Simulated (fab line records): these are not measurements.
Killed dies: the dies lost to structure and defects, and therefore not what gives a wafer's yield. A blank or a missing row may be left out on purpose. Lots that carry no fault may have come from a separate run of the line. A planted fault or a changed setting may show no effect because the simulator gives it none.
Split-lot study :: flow berkeley-cmos170 :: 23 wafers read from 5 lots, route of 331 steps

## THE SPLIT
At UCB170_V2_PEB_10, the setting peb-temp-c was moved away from the recipe's 130 C on 8 of the 23 wafers read, by -2.7% to +3.0%. The other wafers ran this setting at the recipe's value.

## FROM THE SPLIT TO THE READING: what the file shows between them, 4 steps
- UCB170_V2_DEVELOP_11: develop time 45 s
- UCB170_V2_CD_MEAS_12: target cd 700 nm
- UCB170_V2_ETCH_14: etches SiO2 in CHF3/CF4/Ar, stops on Al, target depth 1250 nm, time 291 s
- UCB170_V2_STRIP_15: strips in O2

## THE READING
cd-nm (nm) at UCB170_V2_CD_MEAS_90, where the cd target is 700 nm. Fault-free wafers of this fab line usually give 699.4 nm, standard deviation 1.7 nm.

wafer: L074.1
tool, chamber at the split: litho-track-01, 0
peb-temp-c as run, C: 130
against the recipe: recipe
cd-nm, nm: 705.0
against lot-mates on the recipe: -

wafer: L074.2
tool, chamber at the split: litho-track-01, 0
peb-temp-c as run, C: 130
against the recipe: recipe
cd-nm, nm: 701.7
against lot-mates on the recipe: -

wafer: L074.4
tool, chamber at the split: litho-track-01, 0
peb-temp-c as run, C: 130
against the recipe: recipe
cd-nm, nm: 701.3
against lot-mates on the recipe: -

wafer: L075.1
tool, chamber at the split: litho-track-03, 0
peb-temp-c as run, C: 133.9
against the recipe: +3.0%
cd-nm, nm: 722.9
against lot-mates on the recipe: +23.3

wafer: L075.3
tool, chamber at the split: litho-track-03, 0
peb-temp-c as run, C: 130
against the recipe: recipe
cd-nm, nm: 699.8
against lot-mates on the recipe: -

wafer: L075.4
tool, chamber at the split: litho-track-03, 0
peb-temp-c as run, C: 130
against the recipe: recipe
cd-nm, nm: 699.4
against lot-mates on the recipe: -

wafer: L075.5
tool, chamber at the split: litho-track-03, 0
peb-temp-c as run, C: 133.9
against the recipe: +3.0%
cd-nm, nm: 721.4
against lot-mates on the recipe: +21.8

wafer: L075.6
tool, chamber at the split: litho-track-03, 0
peb-temp-c as run, C: 133.9
against the recipe: +3.0%
cd-nm, nm: 722.7
against lot-mates on the recipe: +23.1

wafer: L077.2
tool, chamber at the split: litho-track-01, 0
peb-temp-c as run, C: 132.8
against the recipe: +2.2%
cd-nm, nm: 715.2
against lot-mates on the recipe: +14.7

wafer: L077.3
tool, chamber at the split: litho-track-01, 0
peb-temp-c as run, C: 130
against the recipe: recipe
cd-nm, nm: 700.3
against lot-mates on the recipe: -

wafer: L077.4
tool, chamber at the split: litho-track-01, 0
peb-temp-c as run, C: 130
against the recipe: recipe
cd-nm, nm: 699.9
against lot-mates on the recipe: -

wafer: L077.5
tool, chamber at the split: litho-track-01, 0
peb-temp-c as run, C: 130
against the recipe: recipe
cd-nm, nm: 701.3
against lot-mates on the recipe: -

wafer: L077.6
tool, chamber at the split: litho-track-01, 0
peb-temp-c as run, C: 132.8
against the recipe: +2.2%
cd-nm, nm: 715.2
against lot-mates on the recipe: +14.7

wafer: L078.1
tool, chamber at the split: litho-track-03, 0
peb-temp-c as run, C: 126.5
against the recipe: -2.7%
cd-nm, nm: 674.0
against lot-mates on the recipe: -26.0

wafer: L078.3
tool, chamber at the split: litho-track-03, 0
peb-temp-c as run, C: 126.5
against the recipe: -2.7%
cd-nm, nm: 673.5
against lot-mates on the recipe: -26.5

wafer: L078.4
tool, chamber at the split: litho-track-03, 0
peb-temp-c as run, C: 126.5
against the recipe: -2.7%
cd-nm, nm: 673.4
against lot-mates on the recipe: -26.6

wafer: L078.5
tool, chamber at the split: litho-track-03, 0
peb-temp-c as run, C: 130
against the recipe: recipe
cd-nm, nm: 701.0
against lot-mates on the recipe: -

wafer: L078.6
tool, chamber at the split: litho-track-03, 0
peb-temp-c as run, C: 130
against the recipe: recipe
cd-nm, nm: 698.9
against lot-mates on the recipe: -

wafer: L081.1
tool, chamber at the split: litho-track-01, 0
peb-temp-c as run, C: 130
against the recipe: recipe
cd-nm, nm: 701.2
against lot-mates on the recipe: -

wafer: L081.3
tool, chamber at the split: litho-track-01, 0
peb-temp-c as run, C: 130
against the recipe: recipe
cd-nm, nm: 698.8
against lot-mates on the recipe: -

wafer: L081.4
tool, chamber at the split: litho-track-01, 0
peb-temp-c as run, C: 130
against the recipe: recipe
cd-nm, nm: 699.2
against lot-mates on the recipe: -

wafer: L081.5
tool, chamber at the split: litho-track-01, 0
peb-temp-c as run, C: 130
against the recipe: recipe
cd-nm, nm: 700.3
against lot-mates on the recipe: -

wafer: L081.6
tool, chamber at the split: litho-track-01, 0
peb-temp-c as run, C: 130
against the recipe: recipe
cd-nm, nm: 699.5
against lot-mates on the recipe: -

FIT RESULTS
A straight line over all 23 wafers: cd-nm changes by +8.33 nm for each +1% of peb-temp-c; r = +0.99; the points scatter about the line by 2.3 nm.
The same after taking each lot's own level away (the mean of its wafers on the recipe; 23 wafers): +8.38 nm for each +1%; r = +0.99; scatter 1.8 nm.
Per that fit: largest peb-temp-c move, reading shift of 25 nm.
Across the lots, their own levels run from 699.60 to 702.67 nm, a range of 1.8 times the standard deviation given above.
So the lot-to-lot level changes the slope little: the two slopes agree.
Check: for one of the wafers moved furthest among these (+3.0%), held out of the fit, the line's prediction against its lot-mates is +24.2 nm. It came out at +23.3 nm against them.

## ADDITIONAL SPLITS CARRIED BY THESE WAFERS
Before the reading, these wafers also passed through other splits. Each is held against what the fit with the lots' levels taken away leaves over:
other split on the same wafers: UCB170_M2_SPUTTER_01 time-s
wafers away from the commonest value: 7
r with cd-nm (lot level and that fit taken away): +0.11

other split on the same wafers: UCB170_M2_METAL_ETCH_18 time-s
wafers away from the commonest value: 7
r with cd-nm (lot level and that fit taken away): +0.10

## THE WHOLE CHAIN: every reading that the file lists as answering this split, in the file's order
step: UCB170_V2_CD_MEAS_12
what it does: target cd 700 nm
reading: cd-nm
change (the file's fit): +8.21 nm for each +1% of the setting
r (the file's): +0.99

step: UCB170_V2_ETCH_14
what it does: etches SiO2 in CHF3/CF4/Ar, stops on Al, target depth 1250 nm, time 291 s
reading: V2.cd-nm (the simulator's own value, which no gauge read)
change (the file's fit): +8.17 nm for each +1% of the setting
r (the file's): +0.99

step: UCB170_V2_CD_MEAS_90
what it does: target cd 700 nm
reading: cd-nm
change (the file's fit): +8.17 nm for each +1% of the setting
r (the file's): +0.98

## FILE'S OWN FIT
cd-nm changes by +8.17 nm for each +1% of peb-temp-c, r = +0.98.
